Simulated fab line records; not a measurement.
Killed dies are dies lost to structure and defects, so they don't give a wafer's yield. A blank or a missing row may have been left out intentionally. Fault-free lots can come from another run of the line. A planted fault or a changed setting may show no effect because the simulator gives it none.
fab line records / flow rit_cmos
record: lots: 6 wafers: 18 last_day: 7
route steps=202 shown ACTIVE@5 M1@202
lots that met no fault: from a run of the same line without faults
start_h: hours from the record's first day to the start of the lot's first wafer shown / wait_h: hours since the lot's step before / " identical to the entry in the row above / L1.1+2: several wafers, shown together as one row / - value missing, or start not given / * or withheld: withheld / < > ~ a bound
route shown NAME@n: a module of which the file shows steps, and the number in the route of the first / usual: mean/standard deviation of fault-free wafers / same: alike in all rows / chamber/n: place in a boat / sites: each site's reading / _std_site: the standard deviation of these / _edge_site: inner sites' mean taken away from outer sites' mean / radius_mm: for every site, how far away it sits from the centre of the wafer / mask NAME#n: copy n / behind: tool/chamber where the wafer was last shaped / hold: why the lot was held/for how many hours/how that ended / device: names the non-switching transistor (n, p or np) / end of line: the route-end tests of the same wafers / where a step has no rows: the recipe by itself / killed: dies lost to structure and defects at the first sort, not the wafer's yield / map: the dies of a wafer, with x for killed, . for not killed, _ for no die there
set.NAME: setting as actually run; set.NAME@STEP: the setting as run at that earlier step / model.NAME: the simulator's own value behind a step, which no gauge read
certain route steps with their lots: each step a table, each wafer a row
services: a tool's chamber out of use, with start hour (start_h, from the record's first day; less than 0 if before it), hours out, and reason
== steps ==
step: RIT_ACTIVE_THK_MEAS_04
recipe: reads: Si3N4_of_ACTIVE_CVD_03
usual: ACTIVE_NITRIDE_THK: 150.0/1.5
lot.wafer=L786.3 tool=film_metro-04 chamber=- start_h=13.55 wait_h=0.0 ACTIVE_NITRIDE_THK[nm]=149.6
lot.wafer=L786.4 tool=film_metro-04 chamber=- start_h=13.55 wait_h=0.0 ACTIVE_NITRIDE_THK[nm]=147.9
lot.wafer=L786.6 tool=film_metro-04 chamber=- start_h=13.55 wait_h=0.0 ACTIVE_NITRIDE_THK[nm]=149.4
lot.wafer=L790.3 tool=film_metro-04 chamber=- start_h=34.81 wait_h=0.0 ACTIVE_NITRIDE_THK[nm]=149.7
lot.wafer=L790.4 tool=film_metro-04 chamber=- start_h=34.81 wait_h=0.0 ACTIVE_NITRIDE_THK[nm]=148.4
lot.wafer=L790.6 tool=film_metro-04 chamber=- start_h=34.81 wait_h=0.0 ACTIVE_NITRIDE_THK[nm]=148.7
lot.wafer=L797.1 tool=film_metro-04 chamber=- start_h=68.53 wait_h=0.0 ACTIVE_NITRIDE_THK[nm]=149.3
lot.wafer=L797.2 tool=film_metro-04 chamber=- start_h=68.53 wait_h=0.0 ACTIVE_NITRIDE_THK[nm]=148.9
lot.wafer=L797.6 tool=film_metro-04 chamber=- start_h=68.53 wait_h=0.0 ACTIVE_NITRIDE_THK[nm]=149.7
lot.wafer=L798.3 tool=film_metro-04 chamber=- start_h=74.90 wait_h=0.0 ACTIVE_NITRIDE_THK[nm]=147.7
lot.wafer=L798.4 tool=film_metro-04 chamber=- start_h=74.90 wait_h=0.0 ACTIVE_NITRIDE_THK[nm]=149.0
lot.wafer=L798.6 tool=film_metro-04 chamber=- start_h=74.90 wait_h=0.0 ACTIVE_NITRIDE_THK[nm]=150.3
lot.wafer=L803.4 tool=film_metro-03 chamber=- start_h=98.56 wait_h=0.0 ACTIVE_NITRIDE_THK[nm]=148.9
lot.wafer=L803.5 tool=film_metro-03 chamber=- start_h=98.56 wait_h=0.0 ACTIVE_NITRIDE_THK[nm]=149.3
lot.wafer=L803.6 tool=film_metro-03 chamber=- start_h=98.56 wait_h=0.0 ACTIVE_NITRIDE_THK[nm]=150.1
lot.wafer=L805.2 tool=film_metro-04 chamber=- start_h=110.65 wait_h=0.0 ACTIVE_NITRIDE_THK[nm]=149.3
lot.wafer=L805.4 tool=film_metro-04 chamber=- start_h=110.65 wait_h=0.0 ACTIVE_NITRIDE_THK[nm]=149.6
lot.wafer=L805.5 tool=film_metro-04 chamber=- start_h=110.65 wait_h=0.0 ACTIVE_NITRIDE_THK[nm]=148.9
step: RIT_ACTIVE_HMDS_05
recipe: prime_time_s: 60 prime_temp_c: 140
step: RIT_ACTIVE_COAT_06
recipe: resist: NOVOLAK spin_rpm: 3250 resist_thk_nm: 1000
step: RIT_ACTIVE_SOFTBAKE_07
recipe: resist: NOVOLAK temp_c: 90 time_s: 60
step: RIT_ACTIVE_EXPOSE_08
recipe: mask_id: M1 na: 0.6 source_shape: conventional sigma_outer: 0.6 target_cd_nm: 1400 dose_mj: 225
step: RIT_ACTIVE_PEB_09
recipe: resist: NOVOLAK temp_c: withheld time_s: withheld
step: RIT_ACTIVE_DEVELOP_10
recipe: resist: NOVOLAK develop_time_s: 50 dev_temp_c: 23
step: RIT_ACTIVE_CD_MEAS_11
recipe: target_cd_nm: 1400
usual: cd_nm: 1400.6/1.9
lot.wafer=L786.3 tool=cd_sem-02 chamber=- start_h=14.60 wait_h=- cd_nm=1398.9
lot.wafer=L786.4 tool=cd_sem-02 chamber=- start_h=14.60 wait_h=- cd_nm=1397.6
lot.wafer=L786.6 tool=cd_sem-02 chamber=- start_h=14.60 wait_h=- cd_nm=1399.2
lot.wafer=L790.3 tool=cd_sem-01 chamber=- start_h=35.86 wait_h=- cd_nm=1402.7
lot.wafer=L790.4 tool=cd_sem-01 chamber=- start_h=35.86 wait_h=- cd_nm=1404.9
lot.wafer=L790.6 tool=cd_sem-01 chamber=- start_h=35.86 wait_h=- cd_nm=1402.6
lot.wafer=L797.1 tool=cd_sem-01 chamber=- start_h=69.44 wait_h=- cd_nm=1402.7
lot.wafer=L797.2 tool=cd_sem-01 chamber=- start_h=69.44 wait_h=- cd_nm=1401.2
lot.wafer=L797.6 tool=cd_sem-01 chamber=- start_h=69.44 wait_h=- cd_nm=1402.0
lot.wafer=L798.3 tool=cd_sem-01 chamber=- start_h=75.96 wait_h=- cd_nm=1398.4
lot.wafer=L798.4 tool=cd_sem-01 chamber=- start_h=75.96 wait_h=- cd_nm=1400.5
lot.wafer=L798.6 tool=cd_sem-01 chamber=- start_h=75.96 wait_h=- cd_nm=1402.5
lot.wafer=L803.4 tool=cd_sem-01 chamber=- start_h=99.50 wait_h=- cd_nm=1403.4
lot.wafer=L803.5 tool=cd_sem-01 chamber=- start_h=99.50 wait_h=- cd_nm=1402.2
lot.wafer=L803.6 tool=cd_sem-01 chamber=- start_h=99.50 wait_h=- cd_nm=1398.4
lot.wafer=L805.2 tool=cd_sem-01 chamber=- start_h=111.69 wait_h=- cd_nm=1400.8
lot.wafer=L805.4 tool=cd_sem-01 chamber=- start_h=111.69 wait_h=- cd_nm=1399.8
lot.wafer=L805.5 tool=cd_sem-01 chamber=- start_h=111.69 wait_h=- cd_nm=1397.2
step: RIT_ACTIVE_HARDBAKE_12
recipe: resist: NOVOLAK temp_c: 140 time_s: 60
step: RIT_ACTIVE_ETCH_13
recipe: stop_on: SiO2 chemistry: SF6 target: Si3N4 time_s: 210 over_etch_frac: 0.4 SF6_flow_sccm: 200 pressure_mtorr: 260 rf_w: 125 target_depth_a: 2100
usual: drypump_motor_current_A: 5.8/0.57 oes_product_au: 0.822/0.015 throttle_valve_pct: 7.52/0.088
lot.wafer=L786.3 tool=rie_diel-02 chamber=2 start_h=14.83 wait_h=0.1 drypump_motor_current_A=5.3 oes_product_au=0.800 rf_hours_counter_h=3 throttle_valve_pct=7.77
lot.wafer=L786.4 tool=rie_diel-02 chamber=3 start_h=14.83 wait_h=0.1 drypump_motor_current_A=5.5 oes_product_au=0.813 rf_hours_counter_h=85 throttle_valve_pct=7.54
lot.wafer=L786.6 tool=rie_diel-02 chamber=2 start_h=14.83 wait_h=0.1 drypump_motor_current_A=5.3 oes_product_au=0.791 rf_hours_counter_h=- throttle_valve_pct=7.78
lot.wafer=L790.3 tool=rie_diel-03 chamber=3 start_h=36.09 wait_h=0.1 drypump_motor_current_A=5.7 oes_product_au=0.812 rf_hours_counter_h=9 throttle_valve_pct=7.52
lot.wafer=L790.4 tool=rie_diel-03 chamber=0 start_h=36.09 wait_h=0.1 drypump_motor_current_A=6.7 oes_product_au=0.827 rf_hours_counter_h=4 throttle_valve_pct=7.46
lot.wafer=L790.6 tool=rie_diel-03 chamber=0 start_h=36.09 wait_h=0.1 drypump_motor_current_A=6.7 oes_product_au=0.823 rf_hours_counter_h=- throttle_valve_pct=7.46
lot.wafer=L797.1 tool=rie_diel-01 chamber=0 start_h=69.71 wait_h=0.1 drypump_motor_current_A=5.8 oes_product_au=0.809 rf_hours_counter_h=164 throttle_valve_pct=7.51
lot.wafer=L797.2 tool=rie_diel-01 chamber=2 start_h=69.71 wait_h=0.1 drypump_motor_current_A=4.9 oes_product_au=0.828 rf_hours_counter_h=4 throttle_valve_pct=7.59
lot.wafer=L797.6 tool=rie_diel-01 chamber=2 start_h=69.71 wait_h=0.1 drypump_motor_current_A=4.9 oes_product_au=0.835 rf_hours_counter_h=- throttle_valve_pct=7.60
lot.wafer=L798.3 tool=rie_diel-03 chamber=3 start_h=76.27 wait_h=0.1 drypump_motor_current_A=5.8 oes_product_au=0.804 rf_hours_counter_h=9 throttle_valve_pct=7.52
lot.wafer=L798.4 tool=rie_diel-03 chamber=1 start_h=76.27 wait_h=0.1 drypump_motor_current_A=6.2 oes_product_au=0.842 rf_hours_counter_h=89 throttle_valve_pct=7.47
lot.wafer=L798.6 tool=rie_diel-03 chamber=1 start_h=76.27 wait_h=0.1 drypump_motor_current_A=6.2 oes_product_au=0.839 rf_hours_counter_h=- throttle_valve_pct=7.46
lot.wafer=L803.4 tool=rie_diel-03 chamber=3 start_h=99.71 wait_h=0.1 drypump_motor_current_A=5.8 oes_product_au=0.804 rf_hours_counter_h=10 throttle_valve_pct=7.52
lot.wafer=L803.5 tool=rie_diel-03 chamber=1 start_h=99.71 wait_h=0.1 drypump_motor_current_A=6.2 oes_product_au=0.828 rf_hours_counter_h=- throttle_valve_pct=7.46
lot.wafer=L803.6 tool=rie_diel-03 chamber=2 start_h=99.71 wait_h=0.1 drypump_motor_current_A=5.2 oes_product_au=0.843 rf_hours_counter_h=- throttle_valve_pct=7.51
lot.wafer=L805.2 tool=rie_diel-03 chamber=0 start_h=111.94 wait_h=0.1 drypump_motor_current_A=6.7 oes_product_au=0.833 rf_hours_counter_h=5 throttle_valve_pct=7.46
lot.wafer=L805.4 tool=rie_diel-03 chamber=1 start_h=111.94 wait_h=0.1 drypump_motor_current_A=6.2 oes_product_au=0.841 rf_hours_counter_h=- throttle_valve_pct=7.48
lot.wafer=L805.5 tool=rie_diel-03 chamber=0 start_h=111.94 wait_h=0.1 drypump_motor_current_A=6.7 oes_product_au=0.827 rf_hours_counter_h=- throttle_valve_pct=7.47
step: RIT_ACTIVE_STRIP_14
recipe: chemistry: O2 time_s: 180 resist: NOVOLAK platen_temp_c: withheld power_w: 500 pressure_mtorr: 4000 o2_flow_sccm: 4000
usual: drypump_motor_current_A: 6.2/0.34
lot.wafer=L786.3 tool=plasma_asher-04 chamber=0 start_h=15.03 wait_h=0.1 drypump_motor_current_A=6.0 rf_hours_counter_h=-
lot.wafer=L786.4 tool=plasma_asher-04 chamber=1 start_h=15.03 wait_h=0.1 drypump_motor_current_A=6.2 rf_hours_counter_h=-
lot.wafer=L786.6 tool=plasma_asher-04 chamber=0 start_h=15.03 wait_h=0.1 drypump_motor_current_A=6.0 rf_hours_counter_h=-
lot.wafer=L790.3 tool=plasma_asher-03 chamber=1 start_h=36.28 wait_h=0.1 drypump_motor_current_A=6.3 rf_hours_counter_h=-
lot.wafer=L790.4 tool=plasma_asher-03 chamber=0 start_h=36.28 wait_h=0.1 drypump_motor_current_A=6.8 rf_hours_counter_h=-
lot.wafer=L790.6 tool=plasma_asher-03 chamber=0 start_h=36.28 wait_h=0.1 drypump_motor_current_A=6.8 rf_hours_counter_h=-
lot.wafer=L797.1 tool=plasma_asher-03 chamber=1 start_h=69.84 wait_h=0.1 drypump_motor_current_A=6.3 rf_hours_counter_h=44
lot.wafer=L797.2 tool=plasma_asher-03 chamber=0 start_h=69.84 wait_h=0.1 drypump_motor_current_A=6.8 rf_hours_counter_h=44
lot.wafer=L797.6 tool=plasma_asher-03 chamber=0 start_h=69.84 wait_h=0.1 drypump_motor_current_A=6.8 rf_hours_counter_h=-
lot.wafer=L798.3 tool=plasma_asher-01 chamber=1 start_h=76.46 wait_h=0.1 drypump_motor_current_A=6.4 rf_hours_counter_h=-
lot.wafer=L798.4 tool=plasma_asher-01 chamber=0 start_h=76.46 wait_h=0.1 drypump_motor_current_A=5.6 rf_hours_counter_h=-
lot.wafer=L798.6 tool=plasma_asher-01 chamber=1 start_h=76.46 wait_h=0.1 drypump_motor_current_A=6.4 rf_hours_counter_h=-
lot.wafer=L803.4 tool=plasma_asher-03 chamber=1 start_h=99.90 wait_h=0.1 drypump_motor_current_A=6.3 rf_hours_counter_h=-
lot.wafer=L803.5 tool=plasma_asher-03 chamber=0 start_h=99.90 wait_h=0.1 drypump_motor_current_A=6.8 rf_hours_counter_h=-
lot.wafer=L803.6 tool=plasma_asher-03 chamber=1 start_h=99.90 wait_h=0.1 drypump_motor_current_A=6.3 rf_hours_counter_h=-
lot.wafer=L805.2 tool=plasma_asher-03 chamber=1 start_h=112.08 wait_h=0.1 drypump_motor_current_A=6.3 rf_hours_counter_h=48
lot.wafer=L805.4 tool=plasma_asher-03 chamber=0 start_h=112.08 wait_h=0.1 drypump_motor_current_A=6.8 rf_hours_counter_h=-
lot.wafer=L805.5 tool=plasma_asher-03 chamber=0 start_h=112.08 wait_h=0.1 drypump_motor_current_A=6.8 rf_hours_counter_h=-
step: RIT_ACTIVE_CD_MEAS_90
recipe: target_cd_nm: 1400
usual: cd_nm: 1400.6/1.9
lot.wafer=L786.3 tool=cd_sem-01 chamber=- start_h=15.18 wait_h=0.1 cd_nm=1399.0
lot.wafer=L786.4 tool=cd_sem-01 chamber=- start_h=15.18 wait_h=0.1 cd_nm=1397.2
lot.wafer=L786.6 tool=cd_sem-01 chamber=- start_h=15.18 wait_h=0.1 cd_nm=1398.9
lot.wafer=L790.3 tool=cd_sem-01 chamber=- start_h=36.44 wait_h=0.1 cd_nm=1402.4
lot.wafer=L790.4 tool=cd_sem-01 chamber=- start_h=36.44 wait_h=0.1 cd_nm=1405.0
lot.wafer=L790.6 tool=cd_sem-01 chamber=- start_h=36.44 wait_h=0.1 cd_nm=1402.7
lot.wafer=L797.1 tool=cd_sem-01 chamber=- start_h=70.02 wait_h=0.1 cd_nm=1402.1
lot.wafer=L797.2 tool=cd_sem-01 chamber=- start_h=70.02 wait_h=0.1 cd_nm=1401.4
lot.wafer=L797.6 tool=cd_sem-01 chamber=- start_h=70.02 wait_h=0.1 cd_nm=1402.1
lot.wafer=L798.3 tool=cd_sem-01 chamber=- start_h=76.61 wait_h=0.1 cd_nm=1398.4
lot.wafer=L798.4 tool=cd_sem-01 chamber=- start_h=76.61 wait_h=0.1 cd_nm=1400.9
lot.wafer=L798.6 tool=cd_sem-01 chamber=- start_h=76.61 wait_h=0.1 cd_nm=1403.1
lot.wafer=L803.4 tool=cd_sem-02 chamber=- start_h=100.08 wait_h=0.1 cd_nm=1403.6
lot.wafer=L803.5 tool=cd_sem-02 chamber=- start_h=100.08 wait_h=0.1 cd_nm=1402.7
lot.wafer=L803.6 tool=cd_sem-02 chamber=- start_h=100.08 wait_h=0.1 cd_nm=1398.4
lot.wafer=L805.2 tool=cd_sem-01 chamber=- start_h=112.27 wait_h=0.1 cd_nm=1400.8
lot.wafer=L805.4 tool=cd_sem-01 chamber=- start_h=112.27 wait_h=0.1 cd_nm=1400.4
lot.wafer=L805.5 tool=cd_sem-01 chamber=- start_h=112.27 wait_h=0.1 cd_nm=1397.1
step: RIT_ACTIVE_CLEAN_15
recipe: chemistry: SC1 mix: 3:3:50 time_s: 600 temp_c: 75
usual: bath_guard_temp_C: 75.0/0.54 bath_heat_duty_pct: 15.0/1.9
lot.wafer=L786.3 tool=wet_bench-01 chamber=1 start_h=15.26 wait_h=0.1 bath_guard_temp_C=75.4 bath_heat_duty_pct=15.1
lot.wafer=L786.4 tool=wet_bench-01 chamber=1 start_h=15.26 wait_h=0.1 bath_guard_temp_C=75.3 bath_heat_duty_pct=15.4
lot.wafer=L786.6 tool=wet_bench-01 chamber=1 start_h=15.26 wait_h=0.1 bath_guard_temp_C=75.3 bath_heat_duty_pct=16.0
lot.wafer=L790.3 tool=wet_bench-02 chamber=2 start_h=36.52 wait_h=0.1 bath_guard_temp_C=74.8 bath_heat_duty_pct=13.3
lot.wafer=L790.4 tool=wet_bench-02 chamber=2 start_h=36.52 wait_h=0.1 bath_guard_temp_C=74.5 bath_heat_duty_pct=12.8
lot.wafer=L790.6 tool=wet_bench-02 chamber=2 start_h=36.52 wait_h=0.1 bath_guard_temp_C=74.5 bath_heat_duty_pct=14.3
lot.wafer=L797.1 tool=wet_bench-01 chamber=1 start_h=70.14 wait_h=0.1 bath_guard_temp_C=- bath_heat_duty_pct=-
lot.wafer=L797.2 tool=wet_bench-01 chamber=1 start_h=70.14 wait_h=0.1 bath_guard_temp_C=- bath_heat_duty_pct=-
lot.wafer=L797.6 tool=wet_bench-01 chamber=1 start_h=70.14 wait_h=0.1 bath_guard_temp_C=- bath_heat_duty_pct=-
lot.wafer=L798.3 tool=wet_bench-01 chamber=3 start_h=76.69 wait_h=0.1 bath_guard_temp_C=- bath_heat_duty_pct=-
lot.wafer=L798.4 tool=wet_bench-01 chamber=3 start_h=76.69 wait_h=0.1 bath_guard_temp_C=- bath_heat_duty_pct=-
lot.wafer=L798.6 tool=wet_bench-01 chamber=3 start_h=76.69 wait_h=0.1 bath_guard_temp_C=- bath_heat_duty_pct=-
lot.wafer=L803.4 tool=wet_bench-02 chamber=3 start_h=100.14 wait_h=0.0 bath_guard_temp_C=74.2 bath_heat_duty_pct=13.7
lot.wafer=L803.5 tool=wet_bench-02 chamber=3 start_h=100.14 wait_h=0.0 bath_guard_temp_C=74.6 bath_heat_duty_pct=15.7
lot.wafer=L803.6 tool=wet_bench-02 chamber=3 start_h=100.14 wait_h=0.0 bath_guard_temp_C=74.5 bath_heat_duty_pct=15.5
lot.wafer=L805.2 tool=wet_bench-02 chamber=0 start_h=112.37 wait_h=0.1 bath_guard_temp_C=74.9 bath_heat_duty_pct=17.1
lot.wafer=L805.4 tool=wet_bench-02 chamber=0 start_h=112.37 wait_h=0.1 bath_guard_temp_C=75.0 bath_heat_duty_pct=16.4
lot.wafer=L805.5 tool=wet_bench-02 chamber=0 start_h=112.37 wait_h=0.1 bath_guard_temp_C=75.1 bath_heat_duty_pct=15.6
step: RIT_ACTIVE_CLEAN_16
recipe: chemistry: dHF dilution: 50:1 time_s: 30
step: RIT_M1_PROBE_99
usual: killed_at_contacts: 0.1/0.27 killed_at_front_end: 6/3 killed_dies: 7/3 killed_open: 3.1/2 killed_short: 3.4/2
same: gross_dies: 264 killed_at_M0_to_M3: 0 killed_at_M4_up: 0 killed_at_back_side: 0 killed_at_other: 0
lot.wafer=L790.3 tool=prober-01 chamber=- start_h=88.24 wait_h=0.2 killed_at_contacts=0 killed_at_front_end=4 killed_dies=4 killed_open=2 killed_short=2
lot.wafer=L790.4 tool=prober-01 chamber=- start_h=88.29 wait_h=0.2 killed_at_contacts=0 killed_at_front_end=10 killed_dies=10 killed_open=5 killed_short=5
lot.wafer=L790.6 tool=prober-01 chamber=- start_h=88.39 wait_h=0.2 killed_at_contacts=0 killed_at_front_end=7 killed_dies=7 killed_open=2 killed_short=5
lot.wafer=L797.1 tool=prober-02 chamber=- start_h=120.47 wait_h=0.1 killed_at_contacts=0 killed_at_front_end=8 killed_dies=8 killed_open=5 killed_short=3
lot.wafer=L797.2 tool=prober-02 chamber=- start_h=120.52 wait_h=0.1 killed_at_contacts=0 killed_at_front_end=4 killed_dies=4 killed_open=3 killed_short=1
lot.wafer=L797.6 tool=prober-02 chamber=- start_h=120.72 wait_h=0.2 killed_at_contacts=0 killed_at_front_end=7 killed_dies=7 killed_open=1 killed_short=6
killed by level:class
L790.3 GATE:geometric_particle:open=1 GATE:geometric_particle:short=1 SPACER:geometric_particle:open=1 SILICIDE:geometric_particle:short=1
L790.4 SPACER:geometric_particle:open=4 GATE:geometric_particle:short=2 SPACER:geometric_particle:short=2 GATE:geometric_particle:open=1 REOX:geometric_particle:short=1
L790.6 SILICIDE:geometric_particle:short=2 FOX1:geometric_particle:short=1 FOX1:geometric_particle:open=1 GATE:geometric_particle:open=1 REOX:geometric_particle:short=1 SPACER:geometric_particle:short=1
L797.1 GATE:geometric_particle:open=3 FOX2:geometric_particle:short=2 FOX1:geometric_particle:open=1 FOX1:geometric_particle:short=1 SPACER:geometric_particle:open=1
L797.2 FOX1:geometric_particle:open=1 GATE:geometric_particle:short=1 GATE:geometric_particle:open=1 REOX:geometric_particle:open=1
L797.6 FOX1:geometric_particle:short=2 GATE:geometric_particle:short=2 GATE:geometric_particle:open=1 REOX:geometric_particle:short=1 SILICIDE:geometric_particle:short=1
== services ==
tool=plasma_asher-04 chamber=- start_h=-6.85 hours=10.0 kind=repair
tool=plasma_asher-03 chamber=- start_h=-5.41 hours=2.3 kind=repair
tool=plasma_asher-01 chamber=- start_h=15.18 hours=0.6 kind=repair
tool=rie_diel-01 chamber=3 start_h=23.50 hours=10.1 kind=repair
tool=rie_diel-01 chamber=1 start_h=29.18 hours=3.3 kind=repair
tool=rie_diel-03 chamber=3 start_h=29.23 hours=4.8 kind=repair
tool=plasma_asher-03 chamber=- start_h=56.59 hours=2.4 kind=repair
tool=rie_diel-01 chamber=0 start_h=76.22 hours=- kind=clean
tool=rie_diel-01 chamber=0 start_h=76.22 hours=24.8 kind=scheduled_down
tool=rie_diel-01 chamber=0 start_h=76.22 hours=24.8 kind=vent_cycle
tool=rie_diel-01 chamber=3 start_h=77.46 hours=16.6 kind=repair
tool=rie_diel-03 chamber=2 start_h=104.07 hours=- kind=clean
tool=rie_diel-03 chamber=2 start_h=104.07 hours=17.1 kind=scheduled_down
tool=rie_diel-03 chamber=2 start_h=104.07 hours=17.1 kind=vent_cycle
tool=plasma_asher-01 chamber=- start_h=108.75 hours=9.0 kind=pm
tool=plasma_asher-01 chamber=0 start_h=108.75 hours=9.0 kind=vent_cycle
tool=plasma_asher-01 chamber=1 start_h=108.75 hours=9.0 kind=vent_cycle
== key ==
first_sign: step: RIT_ACTIVE_CLEAN_15 reading: tool_record direction: missing
effect none on later readings
met_at RIT_ACTIVE_CLEAN_15
struck_wafers L797.1,L797.2,L797.6,L798.3,L798.4,L798.6
tester_left_out L797,L798
onset_between 15.26 70.14
fault: kind: skipped_step_whole tool: wet_bench-01 chamber: - onset_h: 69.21 steps: RIT_ACTIVE_CLEAN_15 scope: struck_lots_only
tester_left_out: of these lots the tester's yield and bins aren't shown, on N5 and GAA mostly nor the transistor test; their killed dies are dies lost to structure and defects alone, not to doping, threshold or leakage, so they don't give the yield
